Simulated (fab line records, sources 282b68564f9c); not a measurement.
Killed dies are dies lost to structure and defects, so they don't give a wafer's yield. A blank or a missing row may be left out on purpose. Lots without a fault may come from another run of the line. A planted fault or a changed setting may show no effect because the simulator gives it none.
Problem report in the 8D (eight disciplines) form, filled by code | flow rit_cmos | the parts of the form that need people (team, actions taken, sign-off) are left out

1. THE PROBLEM
PSD_OVL at RIT_PSD_OVL_MEAS_06 reads a mean of 130.1 nm on 12 wafers of 4 lots; wafers without a fault read -0.2 nm with a standard deviation of 1.2. That is +99 or more standard deviations from the usual mean.
First seen on wafer L236.1, day 5 07:17, on overlay-01. The record holds 48 wafers of 16 lots with a number at this step. Rule for "out", or "out of limits": more than 4 standard deviations from the usual mean. The other wafers with a number count as sound.

2. WHAT IT IS AND WHAT IT IS NOT
question                    | is                     | is not
which readings at this step | PSD_OVL                | -
which lots                  | L236, L237, L239, L240 | L225, L226, L227, L228, L229, L230, L231, L233, L234, L235, L238, L248
which wafers of those lots  | all that have a number | -
read on which gauges        | overlay-01, overlay-02 | -
when                        | from day 5 07:17       | up to then (30 sound wafers); but 6 sound wafers of L238, L248 came after

3. SUSPECTS, AND WHAT RULES EACH OUT
Counting: a tool at a process step up to the reading stays a suspect if it ran every lot that is out and no sound lot after the first of them.
- the gauge at RIT_PSD_OVL_MEAS_06: ruled out. The wafers that are out were read on 2 gauges (overlay-01, overlay-02).
- iline_stepper-01 at RIT_PSD_EXPOSE_03 (exposes mask M10, target cd 40900 nm): kept. It ran every lot that is out, first L236 (day 5 06:53), and no sound lot after that; its last sound lot up to then is L235 (day 5 01:56).
Left after counting: iline_stepper-01 at RIT_PSD_EXPOSE_03.

4. THE CAUSE (what the simulator had put in)
Scanner matching overlay: iline_stepper-01, from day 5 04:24 on, at RIT_PSD_EXPOSE_03. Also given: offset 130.
Counting left only this tool.

5. THE CHAIN OF EFFECTS, in route order
Each row: a reading whose mean over the struck wafers that have a number lies more than 3 standard deviations from the usual. Only readings for which the record gives a usual standard deviation are gone through. hours: the time from each lot's start at the first step in this table that gives one to its start at this step, as a median over the lots. sigmas: the change in usual standard deviations.
hours | step                | reading | usual   | on struck wafers | change | sigmas
0     | RIT_PSD_OVL_MEAS_06 | PSD_OVL | -0.2 nm | 130.1            | +130.3 | +99 or more
Later measuring or inspecting steps at which every struck wafer that the step has a row for has a number for every such reading, and none has moved that far: RIT_CONTACT_THK_MEAS_01.

6. WHAT WOULD HAVE CAUGHT IT SOONER
In this record the first reading out of limits at a measuring or inspecting step was taken at day 5 07:17, 3 hours after the fault began at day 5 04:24.
Of the lots that are out (4), L237, L239, L240 began RIT_PSD_EXPOSE_03 on iline_stepper-01 after day 5 07:17. A hold on the tool at that time would have spared those 3.
